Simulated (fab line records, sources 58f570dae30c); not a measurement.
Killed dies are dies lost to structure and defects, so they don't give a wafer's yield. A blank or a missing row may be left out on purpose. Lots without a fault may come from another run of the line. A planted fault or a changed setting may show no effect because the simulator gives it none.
fab line records | flow berkeley_cmos170
record lots=5 wafers=15 last_day=12
route steps=331 shown PLDD@145 NLDD@158 SPACER@171 PSD@175 NSD@187
lots that met no fault: from a run of the same line without faults
start_h: hours from the record's first day to the start of the lot's first wafer shown | wait_h: hours since the lot's step before | " the same as in the row above | L1.1+2: a row that stands for several wafers | - no value, or no start given | * or withheld: withheld | < > ~ a bound
route shown NAME@n: a module of which the file shows steps, and the number in the route of the first | usual: mean/standard deviation of fault-free wafers | same: alike in all rows | chamber/n: place in a boat | sites: the reading at each site | _std_site: their standard deviation | _edge_site: outer sites' mean less inner sites' | radius_mm: how far each site lies from the wafer's centre | mask NAME#n: copy n | behind: the tool/chamber that last shaped the wafer | hold: why the lot was held/for how many hours/how that ended | device: the transistor (n, p or np) that didn't switch | end of line: the same wafers' tests at the end of the route | a step without rows: its recipe alone | killed: dies lost to structure and defects at the first sort, not the wafer's yield | map: a wafer's dies, x killed, . not, _ none there
set.NAME: the setting as run; set.NAME@STEP: as run at that earlier step | model.NAME: the simulator's own value behind a step, which no gauge read
lots at some steps of the route; a table a step, a row a wafer
services: from which hour (start_h, from the record's first day; less than 0 if before it) a tool's chamber was out of use, for how many hours, and why
## steps
# step UCB170_PLDD_HMDS_00
# recipe prime_time_s=60 prime_temp_c=100
# columns lot.wafer tool chamber start_h wait_h
L075.2+3+4 litho_track-02 0 153.93 0.9
L078.1+2+4 litho_track-02 0 178.20 0.2
L086.3+4+5 litho_track-02 0 208.70 0.2
L091.3+4+5 litho_track-03 0 239.01 0.1
L095.2+3+6 litho_track-01 0 250.37 0.4
# step UCB170_PLDD_COAT_01
# recipe resist=KrF spin_rpm=1500 resist_thk_nm=900
# columns lot.wafer tool chamber start_h wait_h
L075.2+3+4 litho_track-02 0 154.08 0.1
L078.1+2+4 litho_track-02 0 178.35 0.1
L086.3+4+5 litho_track-02 0 208.85 0.1
L091.3+4+5 litho_track-03 0 239.16 0.1
L095.2+3+6 litho_track-01 0 250.52 0.1
# step UCB170_PLDD_SOFTBAKE_02
# recipe resist=KrF temp_c=130 time_s=60
# columns lot.wafer tool chamber start_h wait_h
L075.2+3+4 litho_track-02 0 154.23 0.1
L078.1+2+4 litho_track-02 0 178.50 0.1
L086.3+4+5 litho_track-02 0 209.00 0.1
L091.3+4+5 litho_track-03 0 239.31 0.1
L095.2+3+6 litho_track-01 0 250.67 0.1
# step UCB170_PLDD_EXPOSE_03
# recipe mask_id=PSELECT na=0.5 sigma_outer=0.6 source_shape=conventional target_cd_nm=1200 dose_mj=30
# columns lot.wafer tool chamber start_h wait_h mask
L075.2+3+4 krf_scanner-01 0 154.50 0.2 PSELECT#0
L078.1+2+4 krf_scanner-01 0 178.65 0.1 PSELECT#0
L086.3+4+5 krf_scanner-02 0 209.38 0.3 PSELECT#0
L091.3+4+5 krf_scanner-02 0 239.45 0.1 PSELECT#0
L095.2+3+6 krf_scanner-02 0 250.95 0.3 PSELECT#0
# step UCB170_PLDD_PEB_04
# recipe peb_temp_c=130 peb_time_s=withheld resist=KrF
# columns lot.wafer tool chamber start_h wait_h
L075.2+3+4 litho_track-03 0 155.26 0.7
L078.1+2+4 litho_track-01 0 179.05 0.4
L086.3+4+5 litho_track-03 0 209.50 0.1
L091.3+4+5 litho_track-03 0 239.58 0.1
L095.2+3+6 litho_track-02 0 251.85 0.9
# step UCB170_PLDD_DEVELOP_05
# recipe developer=TMAH develop_time_s=45 resist=KrF dev_temp_c=21
# columns lot.wafer tool chamber start_h wait_h
L075.2+3+4 litho_track-03 0 - -
L078.1+2+4 litho_track-01 0 - -
L086.3+4+5 litho_track-03 0 - -
L091.3+4+5 litho_track-03 0 - -
L095.2+3+6 litho_track-02 0 - -
# step UCB170_PLDD_CD_MEAS_06
# recipe target_cd_nm=1200
# usual cd_nm=1200.0/1.2
# columns lot.wafer tool chamber start_h wait_h cd_nm
L075.2 cd_sem-02 - 155.53 - 1201.4
L075.3 " - " " 1201.5
L075.4 " - " " 1200.7
L078.1 cd_sem-02 - 179.83 - 1201.8
L078.2 " - " " 1201.9
L078.4 " - " " 1200.8
L086.3 cd_sem-01 - 209.77 - 1200.3
L086.4 " - " " 1200.3
L086.5 " - " " 1200.2
L091.3 cd_sem-02 - 239.85 - 1200.4
L091.4 " - " " 1199.1
L091.5 " - " " 1199.1
L095.2 cd_sem-01 - 252.12 - 1198.6
L095.3 " - " " 1200.3
L095.6 " - " " 1199.5
# step UCB170_PLDD_OVL_MEAS_07
# usual PLDD_OVL=1/4.8
# columns lot.wafer tool chamber start_h wait_h PLDD_OVL[nm]
L075.2 overlay-01 - 155.65 0.1 6
L075.3 " - " " 1
L075.4 " - " " 6
L078.1 overlay-02 - 179.95 0.1 3
L078.2 " - " " 6
L078.4 " - " " 11
L086.3 overlay-01 - 209.86 0.1 0
L086.4 " - " " -5
L086.5 " - " " -3
L091.3 overlay-01 - 239.94 0.1 4
L091.4 " - " " 2
L091.5 " - " " 2
L095.2 overlay-01 - 252.23 0.1 0
L095.3 " - " " -1
L095.6 " - " " -4
# step UCB170_PLDD_IMPLANT_08
# recipe species=BF2 dose_cm2=5e+13 energy_kev=10 tilt_deg=7 rotation_deg=0
# usual tilt_deg=6.996/0.02
# columns lot.wafer tool chamber start_h wait_h tilt_deg
L075.2 implanter-03 0 155.70 0.0 7.046
L075.3 " 0 " " 6.992
L075.4 " 0 " " 7.020
L078.1 implanter-01 0 179.98 0.0 7.019
L078.2 " 0 " " 7.015
L078.4 " 0 " " 7.028
L086.3 implanter-03 0 209.94 0.1 7.015
L086.4 " 0 " " 7.012
L086.5 " 0 " " 7.028
L091.3 implanter-01 0 240.01 0.1 6.989
L091.4 " 0 " " 6.990
L091.5 " 0 " " 6.977
L095.2 implanter-01 0 252.28 0.0 7.005
L095.3 " 0 " " 7.022
L095.6 " 0 " " 7.046
# step UCB170_PLDD_IMPLANT_09
# recipe species=BF2 dose_cm2=5e+13 energy_kev=10 tilt_deg=7 rotation_deg=180
# usual tilt_deg=6.997/0.02
# columns lot.wafer tool chamber start_h wait_h tilt_deg
L075.2 implanter-03 0 155.85 0.1 7.032
L075.3 " 0 " " 6.987
L075.4 " 0 " " 7.010
L078.1 implanter-01 0 180.13 0.1 6.995
L078.2 " 0 " " 7.015
L078.4 " 0 " " 6.980
L086.3 implanter-03 0 210.09 0.1 6.989
L086.4 " 0 " " 7.011
L086.5 " 0 " " 6.997
L091.3 implanter-01 0 240.16 0.1 6.990
L091.4 " 0 " " 7.022
L091.5 " 0 " " 6.999
L095.2 implanter-01 0 252.43 0.1 6.991
L095.3 " 0 " " 6.996
L095.6 " 0 " " 6.982
# step UCB170_PLDD_STRIP_10
# recipe chemistry=O2 power_w=400 pressure_mtorr=3500 platen_temp_c=withheld o2_flow_sccm=400 overash_fraction=0.5
# usual drypump_motor_current_A=5.5/0.34 oes_product_au=0.735/0.0044 strip_time_to_endpoint_s=21.59/0.063
# same overash_fraction=0.5
# columns lot.wafer tool chamber start_h wait_h drypump_motor_current_A oes_product_au rf_hours_counter_h strip_time_to_endpoint_s
L075.2 plasma_asher-02 0 155.98 0.1 5.8 0.735 40 21.53
L075.3 " 1 " " 6.4 0.730 - 21.58
L075.4 " 0 " " 5.8 0.732 - 21.60
L078.1 plasma_asher-04 0 180.28 0.1 5.6 0.732 45 21.56
L078.2 " 1 " " 5.3 0.736 45 21.48
L078.4 " 0 " " 5.6 0.727 - 21.61
L086.3 plasma_asher-03 1 210.22 0.1 5.4 0.730 - 21.46
L086.4 " 0 " " 5.3 0.734 - 21.49
L086.5 " 1 " " 5.4 0.737 - 21.50
L091.3 plasma_asher-04 0 240.30 0.1 5.6 0.727 - 21.62
L091.4 " 1 " " 5.3 0.732 - 21.58
L091.5 " 1 " " 5.3 0.737 - 21.62
L095.2 plasma_asher-03 1 252.56 0.1 5.4 0.736 51 21.71
L095.3 " 0 " " 5.3 0.740 - 21.60
L095.6 " 0 " " 5.3 0.732 - 21.59
# step UCB170_PLDD_TW_MEAS_11
# usual PLDD_TW=1007/8.3
# columns lot.wafer tool chamber start_h wait_h PLDD_TW
L075.2 film_metro-02 - 156.09 0.1 1004
L075.3 " - " " 1003
L075.4 " - " " 1008
L078.1 film_metro-02 - 180.38 0.1 1009
L078.2 " - " " 1001
L078.4 " - " " 1007
L086.3 film_metro-01 - 210.32 0.1 1022
L086.4 " - " " 1018
L086.5 " - " " 1015
L091.3 film_metro-02 - 240.38 0.1 998
L091.4 " - " " 1002
L091.5 " - " " 998
L095.2 film_metro-04 - 252.67 0.1 998
L095.3 " - " " 997
L095.6 " - " " 990
# step UCB170_PLDD_CLEAN_12
# recipe chemistry=SPM temp_c=120 time_s=600
# columns lot.wafer tool chamber start_h wait_h
L075.2+3+4 wet_bench-02 1 157.51 1.4
L078.1+2+4 wet_bench-01 1 180.44 0.1
L086.3+4+5 wet_bench-01 3 212.37 2.0
L091.3+4+5 wet_bench-01 3 240.42 0.0
L095.2+3+6 wet_bench-02 3 252.87 0.2
# step UCB170_NLDD_HMDS_00
# recipe prime_time_s=60 prime_temp_c=100
# columns lot.wafer tool chamber start_h wait_h
L075.2+3+4 litho_track-03 0 157.72 0.0
L078.1+2+4 litho_track-04 0 180.66 0.0
L086.3+4+5 litho_track-03 0 212.81 0.3
L091.3+4+5 litho_track-03 0 240.65 0.1
L095.2+3+6 litho_track-04 0 253.57 0.5
# step UCB170_NLDD_COAT_01
# recipe resist=KrF spin_rpm=1500 resist_thk_nm=900
# columns lot.wafer tool chamber start_h wait_h
L075.2+3+4 litho_track-03 0 157.87 0.1
L078.1+2+4 litho_track-04 0 180.81 0.1
L086.3+4+5 litho_track-03 0 212.96 0.1
L091.3+4+5 litho_track-03 0 240.80 0.1
L095.2+3+6 litho_track-04 0 253.72 0.1
# step UCB170_NLDD_SOFTBAKE_02
# recipe resist=KrF temp_c=130 time_s=60
# columns lot.wafer tool chamber start_h wait_h
L075.2+3+4 litho_track-03 0 158.02 0.1
L078.1+2+4 litho_track-04 0 180.96 0.1
L086.3+4+5 litho_track-03 0 213.11 0.1
L091.3+4+5 litho_track-03 0 240.95 0.1
L095.2+3+6 litho_track-04 0 253.87 0.1
# step UCB170_NLDD_EXPOSE_03
# recipe mask_id=NSELECT na=0.5 sigma_outer=0.6 source_shape=conventional target_cd_nm=1200 dose_mj=30
# columns lot.wafer tool chamber start_h wait_h mask
L075.2+3+4 krf_scanner-02 0 158.22 0.2 NSELECT#0
L078.1+2+4 krf_scanner-02 0 181.11 0.1 NSELECT#0
L086.3+4+5 krf_scanner-01 0 213.51 0.4 NSELECT#0
L091.3+4+5 krf_scanner-01 0 241.09 0.1 NSELECT#0
L095.2+3+6 krf_scanner-02 0 254.14 0.2 NSELECT#0
# step UCB170_NLDD_PEB_04
# recipe peb_temp_c=130 peb_time_s=withheld resist=KrF
# columns lot.wafer tool chamber start_h wait_h
L075.2+3+4 litho_track-02 0 158.57 0.3
L078.1+2+4 litho_track-03 0 181.29 0.2
L086.3+4+5 litho_track-04 0 213.87 0.3
L091.3+4+5 litho_track-02 0 241.41 0.3
L095.2+3+6 litho_track-02 0 254.40 0.2
# step UCB170_NLDD_DEVELOP_05
# recipe developer=TMAH develop_time_s=45 resist=KrF dev_temp_c=21
# columns lot.wafer tool chamber start_h wait_h
L075.2+3+4 litho_track-02 0 - -
L078.1+2+4 litho_track-03 0 - -
L086.3+4+5 litho_track-04 0 - -
L091.3+4+5 litho_track-02 0 - -
L095.2+3+6 litho_track-02 0 - -
# step UCB170_NLDD_CD_MEAS_06
# recipe target_cd_nm=1200
# usual cd_nm=1199.8/1.7
# columns lot.wafer tool chamber start_h wait_h cd_nm
L075.2 cd_sem-01 - 158.84 - 1200.4
L075.3 " - " " 1200.2
L075.4 " - " " 1199.9
L078.1 cd_sem-01 - 181.56 - 1198.6
L078.2 " - " " 1200.0
L078.4 " - " " 1198.7
L086.3 cd_sem-01 - 214.13 - 1197.4
L086.4 " - " " 1199.3
L086.5 " - " " 1199.0
L091.3 cd_sem-01 - 241.68 - 1203.3
L091.4 " - " " 1201.5
L091.5 " - " " 1201.0
L095.2 cd_sem-02 - 254.67 - 1200.3
L095.3 " - " " 1201.1
L095.6 " - " " 1201.2
# step UCB170_NLDD_OVL_MEAS_07
# usual NLDD_OVL=-3/6.1
# columns lot.wafer tool chamber start_h wait_h NLDD_OVL[nm]
L075.2 overlay-01 - 158.95 0.1 2
L075.3 " - " " 2
L075.4 " - " " 2
L078.1 overlay-02 - 181.68 0.1 -1
L078.2 " - " " -1
L078.4 " - " " 1
L086.3 overlay-01 - 214.22 0.1 -20
L086.4 " - " " -13
L086.5 " - " " -18
L091.3 overlay-02 - 241.77 0.1 -2
L091.4 " - " " 4
L091.5 " - " " -5
L095.2 overlay-02 - 254.78 0.1 -5
L095.3 " - " " -7
L095.6 " - " " -7
# step UCB170_NLDD_IMPLANT_08
# recipe species=As dose_cm2=5e+13 energy_kev=30 tilt_deg=7 rotation_deg=0
# usual tilt_deg=7.001/0.02
# columns lot.wafer tool chamber start_h wait_h tilt_deg
L075.2 implanter-03 0 159.00 0.0 6.991
L075.3 " 0 " " 7.013
L075.4 " 0 " " 7.027
L078.1 implanter-04 0 181.72 0.0 6.975
L078.2 " 0 " " 6.991
L078.4 " 0 " " 6.997
L086.3 implanter-04 0 214.30 0.1 6.971
L086.4 " 0 " " 7.007
L086.5 " 0 " " 7.008
L091.3 implanter-02 0 241.85 0.1 7.018
L091.4 " 0 " " 7.020
L091.5 " 0 " " 7.028
L095.2 implanter-02 0 254.83 0.0 7.037
L095.3 " 0 " " 7.005
L095.6 " 0 " " 7.043
# step UCB170_NLDD_IMPLANT_09
# recipe species=As dose_cm2=5e+13 energy_kev=30 tilt_deg=7 rotation_deg=180
# usual tilt_deg=7.003/0.019
# columns lot.wafer tool chamber start_h wait_h tilt_deg
L075.2 implanter-03 0 159.15 0.1 7.029
L075.3 " 0 " " 7.032
L075.4 " 0 " " 7.014
L078.1 implanter-04 0 181.87 0.1 6.992
L078.2 " 0 " " 6.949
L078.4 " 0 " " 6.990
L086.3 implanter-04 0 214.45 0.1 7.002
L086.4 " 0 " " 7.021
L086.5 " 0 " " 6.987
L091.3 implanter-02 0 242.00 0.1 7.003
L091.4 " 0 " " 7.008
L091.5 " 0 " " 7.008
L095.2 implanter-02 0 254.98 0.1 6.997
L095.3 " 0 " " 6.996
L095.6 " 0 " " 6.981
# step UCB170_NLDD_STRIP_10
# recipe chemistry=O2 power_w=400 pressure_mtorr=3500 platen_temp_c=withheld o2_flow_sccm=400 overash_fraction=0.5
# usual drypump_motor_current_A=5.59/0.3 oes_product_au=0.735/0.0048 strip_time_to_endpoint_s=21.63/0.048
# same overash_fraction=0.5
# columns lot.wafer tool chamber start_h wait_h drypump_motor_current_A oes_product_au rf_hours_counter_h strip_time_to_endpoint_s
L075.2 plasma_asher-03 0 159.28 0.1 5.30 0.736 39 21.58
L075.3 " 0 " " 5.32 0.736 - 21.60
L075.4 " 1 " " 5.42 0.732 - 21.62
L078.1 plasma_asher-04 1 182.02 0.1 5.31 0.725 45 21.64
L078.2 " 0 " " 5.63 0.738 45 21.66
L078.4 " 0 " " 5.61 0.736 - 21.67
L086.3 plasma_asher-04 1 214.58 0.1 5.31 0.732 - 21.61
L086.4 " 0 " " 5.64 0.729 - 21.65
L086.5 " 0 " " 5.60 0.732 - 21.60
L091.3 plasma_asher-03 1 242.13 0.1 5.43 0.741 - 21.59
L091.4 " 0 " " 5.31 0.742 - 21.64
L091.5 " 1 " " 5.42 0.733 - 21.62
L095.2 plasma_asher-03 1 255.11 0.1 5.39 0.742 52 21.62
L095.3 " 1 " " 5.41 0.738 - 21.50
L095.6 " 1 " " 5.38 0.731 - 21.57
# step UCB170_NLDD_TW_MEAS_11
# usual NLDD_TW=2203/17
# columns lot.wafer tool chamber start_h wait_h NLDD_TW
L075.2 film_metro-04 - 159.39 0.1 2201
L075.3 " - " " 2200
L075.4 " - " " 2210
L078.1 film_metro-04 - 182.12 0.1 2199
L078.2 " - " " 2203
L078.4 " - " " 2184
L086.3 film_metro-02 - 214.67 0.1 2178
L086.4 " - " " 2194
L086.5 " - " " 2200
L091.3 film_metro-01 - 242.22 0.1 2211
L091.4 " - " " 2227
L091.5 " - " " 2218
L095.2 film_metro-01 - 255.22 0.1 2223
L095.3 " - " " 2226
L095.6 " - " " 2219
# step UCB170_NLDD_CLEAN_12
# recipe chemistry=SPM temp_c=120 time_s=600
# columns lot.wafer tool chamber start_h wait_h
L075.2+3+4 wet_bench-02 2 159.44 0.0
L078.1+2+4 wet_bench-04 0 183.69 1.6
L086.3+4+5 wet_bench-04 3 214.78 0.1
L091.3+4+5 wet_bench-02 3 242.26 0.0
L095.2+3+6 wet_bench-02 2 255.39 0.2
# step UCB170_SPACER_CVD_00
# recipe material=SiO2 target_thk_nm=376 temp_c=390 precursor=TEOS/O2 time_s=47 rf_w=550 pressure_mtorr=9000
# usual heater_power_w=257/39
# columns lot.wafer tool chamber start_h wait_h heater_power_w
L075.2 pecvd-03 0 159.61 0.0 257
L075.3 " 2 " " 262
L075.4 " 0 " " 269
L078.1 pecvd-04 0 183.87 0.0 166
L078.2 " 1 " " 281
L078.4 " 0 " " 183
L086.3 pecvd-03 0 214.98 0.0 277
L086.4 " 1 " " 244
L086.5 " 1 " " 255
L091.3 pecvd-04 2 242.48 0.0 317
L091.4 " 0 " " 207
L091.5 " 1 " " 267
L095.2 pecvd-03 2 255.57 0.0 308
L095.3 " 1 " " 194
L095.6 " 2 " " 305
# step UCB170_SPACER_THK_MEAS_01
# recipe reads=SiO2_of_SPACER_CVD_00
# usual SPACER_TEOS_THK=375/5.2
# columns lot.wafer tool chamber start_h wait_h SPACER_TEOS_THK[nm]
L075.2 film_metro-03 - 159.66 0.0 377
L075.3 " - " " 376
L075.4 " - " " 381
L078.1 film_metro-03 - 183.91 0.0 373
L078.2 " - " " 373
L078.4 " - " " 380
L086.3 film_metro-02 - 215.04 0.0 373
L086.4 " - " " 370
L086.5 " - " " 372
L091.3 film_metro-02 - 242.55 0.0 374
L091.4 " - " " 386
L091.5 " - " " 377
L095.2 film_metro-02 - 255.62 0.0 378
L095.3 " - " " 376
L095.6 " - " " 384
# step UCB170_SPACER_ANNEAL_02
# recipe temp_c=900 time_s=1800 ambient=N2
# usual tube_center_temp_C=899.99/0.089
# columns lot.wafer tool chamber start_h wait_h tube_center_temp_C
L075.2 furnace-01 0 160.29 0.6 899.99
L075.3 " 0 " " 900.1
L075.4 " 0 " " 899.98
L078.1 furnace-01 0 185.91 2.0 900.02
L078.2 " 0 " " 899.92
L078.4 " 0 " " 900.01
L086.3 furnace-01 0 218.61 3.6 900.11
L086.4 " 0 " " 899.95
L086.5 " 0 " " 899.93
L091.3 furnace-02 0 246.70 4.1 899.91
L091.4 " 0 " " 900.04
L091.5 " 0 " " 899.92
L095.2 furnace-04 0 256.35 0.7 900.04
L095.3 " 0 " " 899.95
L095.6 " 0 " " 900.03
# step UCB170_SPACER_ETCHBACK_03
# recipe stop_on=Si target=SiO2 chemistry=CHF3/CF4/Ar CHF3_flow_sccm=50 cf4_flow_sccm=10 Ar_flow_sccm=120 pressure_mtorr=200 rf_w=500 target_depth_a=3760 time_s=100
# usual drypump_motor_current_A=5.6/0.43 oes_product_au=0.895/0.017 throttle_valve_pct=6.55/0.094
# columns lot.wafer tool chamber start_h wait_h drypump_motor_current_A oes_product_au rf_hours_counter_h throttle_valve_pct
L075.2 rie_diel-04 3 161.79 0.0 5.3 0.892 110 6.65
L075.3 " 1 " " 6.2 0.917 11 6.45
L075.4 " 3 " " 5.2 0.909 - 6.63
L078.1 rie_diel-04 3 187.41 0.0 5.3 0.878 111 6.63
L078.2 " 0 " " 6.2 0.877 21 6.54
L078.4 " 1 " " 6.2 0.922 12 6.47
L086.3 rie_diel-02 0 220.11 0.0 5.5 0.875 29 6.58
L086.4 " 3 " " 5.0 0.893 14 6.62
L086.5 " 1 " " 6.0 0.888 - 6.43
L091.3 rie_diel-03 0 248.20 0.0 5.0 0.891 20 6.48
L091.4 " 3 " " 5.7 0.914 - 6.37
L091.5 " 0 " " 5.0 0.894 - 6.47
L095.2 rie_diel-04 2 257.85 0.0 5.9 0.891 14 6.60
L095.3 " 0 " " 6.3 0.884 25 6.54
L095.6 " 0 " " 6.3 0.898 - 6.55
# step UCB170_PSD_HMDS_00
# recipe prime_time_s=60 prime_temp_c=100
# columns lot.wafer tool chamber start_h wait_h
L075.2+3+4 litho_track-04 0 162.78 1.0
L078.1+2+4 litho_track-02 0 187.88 0.4
L086.3+4+5 litho_track-02 0 221.02 0.9
L091.3+4+5 litho_track-02 0 248.33 0.1
L095.2+3+6 litho_track-04 0 258.21 0.3
# step UCB170_PSD_COAT_01
# recipe resist=KrF spin_rpm=1500 resist_thk_nm=900
# columns lot.wafer tool chamber start_h wait_h
L075.2+3+4 litho_track-04 0 162.93 0.1
L078.1+2+4 litho_track-02 0 188.03 0.1
L086.3+4+5 litho_track-02 0 221.17 0.1
L091.3+4+5 litho_track-02 0 248.48 0.1
L095.2+3+6 litho_track-04 0 258.36 0.1
# step UCB170_PSD_SOFTBAKE_02
# recipe resist=KrF temp_c=130 time_s=60
# columns lot.wafer tool chamber start_h wait_h
L075.2+3+4 litho_track-04 0 163.08 0.1
L078.1+2+4 litho_track-02 0 188.18 0.1
L086.3+4+5 litho_track-02 0 221.32 0.1
L091.3+4+5 litho_track-02 0 248.63 0.1
L095.2+3+6 litho_track-04 0 258.51 0.1
# step UCB170_PSD_EXPOSE_03
# recipe mask_id=PSELECT_MOD na=0.5 sigma_outer=0.6 source_shape=conventional target_cd_nm=1200 dose_mj=30
# columns lot.wafer tool chamber start_h wait_h mask
L075.2+3+4 krf_scanner-02 0 - - PSELECT_MOD#0
L078.1+2+4 krf_scanner-01 0 188.33 0.1 PSELECT_MOD#0
L086.3+4+5 krf_scanner-02 0 221.58 0.2 PSELECT_MOD#0
L091.3+4+5 krf_scanner-02 0 248.77 0.1 PSELECT_MOD#0
L095.2+3+6 krf_scanner-02 0 258.99 0.5 PSELECT_MOD#0
# step UCB170_PSD_PEB_04
# recipe peb_temp_c=130 peb_time_s=withheld resist=KrF
# columns lot.wafer tool chamber start_h wait_h
L075.2+3+4 litho_track-01 0 - -
L078.1+2+4 litho_track-02 0 189.23 0.9
L086.3+4+5 litho_track-04 0 222.59 1.0
L091.3+4+5 litho_track-02 0 249.23 0.4
L095.2+3+6 litho_track-01 0 259.74 0.7
# step UCB170_PSD_DEVELOP_05
# recipe developer=TMAH develop_time_s=45 resist=KrF dev_temp_c=21
# columns lot.wafer tool chamber start_h wait_h
L075.2+3+4 litho_track-01 0 - -
L078.1+2+4 litho_track-02 0 - -
L086.3+4+5 litho_track-04 0 - -
L091.3+4+5 litho_track-02 0 - -
L095.2+3+6 litho_track-01 0 - -
# step UCB170_PSD_CD_MEAS_06
# recipe target_cd_nm=1200
# usual cd_nm=1200.0/1.5
# columns lot.wafer tool chamber start_h wait_h cd_nm
L075.2 cd_sem-01 - 165.23 - 1199.5
L075.3 " - " " 1201.4
L075.4 " - " " 1200.1
L078.1 cd_sem-02 - 189.50 - 1200.3
L078.2 " - " " 1200.6
L078.4 " - " " 1200.8
L086.3 cd_sem-01 - 222.85 - 1200.6
L086.4 " - " " 1199.6
L086.5 " - " " 1200.7
L091.3 cd_sem-01 - 249.55 - 1198.9
L091.4 " - " " 1198.0
L091.5 " - " " 1199.2
L095.2 cd_sem-01 - 260.01 - 1201.5
L095.3 " - " " 1202.0
L095.6 " - " " 1200.4
# step UCB170_PSD_OVL_MEAS_07
# usual PSD_OVL=6/6
# columns lot.wafer tool chamber start_h wait_h PSD_OVL[nm]
L075.2 overlay-01 - 165.33 0.1 5
L075.3 " - " " 13
L075.4 " - " " 5
L078.1 overlay-02 - 189.62 0.1 10
L078.2 " - " " 9
L078.4 " - " " 7
L086.3 overlay-01 - 222.95 0.1 5
L086.4 " - " " 7
L086.5 " - " " 6
L091.3 overlay-02 - 249.64 0.1 5
L091.4 " - " " 5
L091.5 " - " " 1
L095.2 overlay-02 - 260.12 0.1 10
L095.3 " - " " 10
L095.6 " - " " 11
# step UCB170_PSD_IMPLANT_08
# recipe species=B dose_cm2=3e+15 energy_kev=20 tilt_deg=7
# usual tilt_deg=6.999/0.019
# columns lot.wafer tool chamber start_h wait_h tilt_deg
L075.2 implanter-01 0 165.39 0.0 6.960
L075.3 " 0 " " 7.007
L075.4 " 0 " " 6.974
L078.1 implanter-04 0 189.66 0.0 6.995
L078.2 " 0 " " 6.992
L078.4 " 0 " " 7.020
L086.3 implanter-04 0 223.02 0.1 7.001
L086.4 " 0 " " 7.004
L086.5 " 0 " " 6.993
L091.3 implanter-01 0 249.72 0.1 7.016
L091.4 " 0 " " 7.014
L091.5 " 0 " " 7.028
L095.2 implanter-01 0 260.33 0.2 7.005
L095.3 " 0 " " 7.005
L095.6 " 0 " " 6.968
# step UCB170_PSD_STRIP_09
# recipe chemistry=O2 power_w=400 pressure_mtorr=3500 platen_temp_c=withheld o2_flow_sccm=400 overash_fraction=0.5
# usual drypump_motor_current_A=5.8/0.4 oes_product_au=0.600/0.0051 strip_time_to_endpoint_s=29.35/0.072
# same overash_fraction=0.5
# columns lot.wafer tool chamber start_h wait_h drypump_motor_current_A oes_product_au rf_hours_counter_h strip_time_to_endpoint_s
L075.2 plasma_asher-03 1 165.51 0.1 5.4 0.601 40 29.34
L075.3 " 0 " " 5.3 0.608 - 29.38
L075.4 " 1 " " 5.4 0.598 - 29.29
L078.1 plasma_asher-02 0 189.81 0.1 5.9 0.603 44 29.17
L078.2 " 1 " " 6.4 0.600 44 29.30
L078.4 " 0 " " 5.9 0.607 - 29.27
L086.3 plasma_asher-03 1 223.15 0.1 5.4 0.598 - 29.33
L086.4 " 0 " " 5.3 0.597 - 29.34
L086.5 " 1 " " 5.4 0.598 - 29.36
L091.3 plasma_asher-03 0 249.85 0.1 5.3 0.595 - 29.32
L091.4 " 1 " " 5.4 0.593 - 29.40
L091.5 " 0 " " 5.3 0.603 - 29.32
L095.2 plasma_asher-01 1 260.46 0.1 6.0 0.598 15 29.51
L095.3 " 1 " " 6.0 0.601 - 29.42
L095.6 " 0 " " 6.1 0.605 - 29.41
# step UCB170_PSD_TW_MEAS_10
# usual PSD_TW=2316/18
# columns lot.wafer tool chamber start_h wait_h PSD_TW
L075.2 film_metro-04 - 165.62 0.1 2319
L075.3 " - " " 2295
L075.4 " - " " 2311
L078.1 film_metro-04 - 189.91 0.1 2296
L078.2 " - " " 2300
L078.4 " - " " 2300
L086.3 film_metro-04 - 223.24 0.1 2327
L086.4 " - " " 2317
L086.5 " - " " 2314
L091.3 film_metro-01 - 249.94 0.1 2343
L091.4 " - " " 2348
L091.5 " - " " 2330
L095.2 film_metro-02 - 260.57 0.1 2315
L095.3 " - " " 2302
L095.6 " - " " 2303
# step UCB170_PSD_CLEAN_11
# recipe chemistry=SPM temp_c=120 time_s=600
# columns lot.wafer tool chamber start_h wait_h
L075.2+3+4 wet_bench-04 2 165.75 0.1
L078.1+2+4 wet_bench-03 3 191.06 1.1
L086.3+4+5 wet_bench-01 3 223.28 0.0
L091.3+4+5 wet_bench-01 2 249.98 0.0
L095.2+3+6 wet_bench-01 2 260.62 0.0
# step UCB170_NSD_HMDS_00
# recipe prime_time_s=60 prime_temp_c=100
# columns lot.wafer tool chamber start_h wait_h
L075.2+3+4 litho_track-04 0 166.06 0.1
L078.1+2+4 litho_track-01 0 191.79 0.6
L086.3+4+5 litho_track-03 0 223.79 0.3
L091.3+4+5 litho_track-04 0 250.28 0.1
L095.2+3+6 litho_track-04 0 260.83 0.0
# step UCB170_NSD_COAT_01
# recipe resist=KrF spin_rpm=1500 resist_thk_nm=900
# columns lot.wafer tool chamber start_h wait_h
L075.2+3+4 litho_track-04 0 166.21 0.1
L078.1+2+4 litho_track-01 0 191.94 0.1
L086.3+4+5 litho_track-03 0 223.94 0.1
L091.3+4+5 litho_track-04 0 250.43 0.1
L095.2+3+6 litho_track-04 0 260.98 0.1
# step UCB170_NSD_SOFTBAKE_02
# recipe resist=KrF temp_c=130 time_s=60
# columns lot.wafer tool chamber start_h wait_h
L075.2+3+4 litho_track-04 0 166.36 0.1
L078.1+2+4 litho_track-01 0 192.09 0.1
L086.3+4+5 litho_track-03 0 224.09 0.1
L091.3+4+5 litho_track-04 0 250.58 0.1
L095.2+3+6 litho_track-04 0 261.13 0.1
# step UCB170_NSD_EXPOSE_03
# recipe mask_id=NSELECT_MOD na=0.5 sigma_outer=0.6 source_shape=conventional target_cd_nm=1200 dose_mj=30
# columns lot.wafer tool chamber start_h wait_h mask
L075.2+3+4 krf_scanner-02 0 166.52 0.1 NSELECT_MOD#0
L078.1+2+4 krf_scanner-01 0 - - NSELECT_MOD#0
L086.3+4+5 krf_scanner-01 0 224.23 0.1 NSELECT_MOD#0
L091.3+4+5 krf_scanner-02 0 250.85 0.2 NSELECT_MOD#0
L095.2+3+6 krf_scanner-01 0 261.44 0.3 NSELECT_MOD#0
## services
# columns tool chamber start_h hours kind
implanter-01 - 135.16 4.0 repair
krf_scanner-02 - 135.46 0.8 pm
krf_scanner-02 - 136.34 1.0 pm
krf_scanner-01 - 138.74 1.3 pm
krf_scanner-01 - 140.63 0.8 pm
krf_scanner-01 - 148.08 1.0 repair
rie_diel-04 0 159.40 3.2 repair
krf_scanner-01 - 161.42 0.7 repair
implanter-03 - 163.28 1.8 repair
krf_scanner-01 - 164.05 4.8 repair
pecvd-03 - 171.31 0.5 repair
implanter-02 - 174.06 4.5 pm
wet_bench-02 - 187.90 4.4 pm
rie_diel-04 2 191.99 2.7 repair
pecvd-03 - 194.56 2.8 pm
implanter-03 - 202.63 6.5 pm
krf_scanner-02 - 203.82 1.3 pm
rie_diel-04 1 210.17 17.9 repair
pecvd-03 2 212.46 10.5 repair
pecvd-03 1 220.53 2.8 repair
furnace-01 - 225.88 3.4 pm
krf_scanner-01 - 234.50 1.0 pm
krf_scanner-02 - 237.17 1.5 repair
implanter-01 - 261.41 0.9 repair
## key
fault none
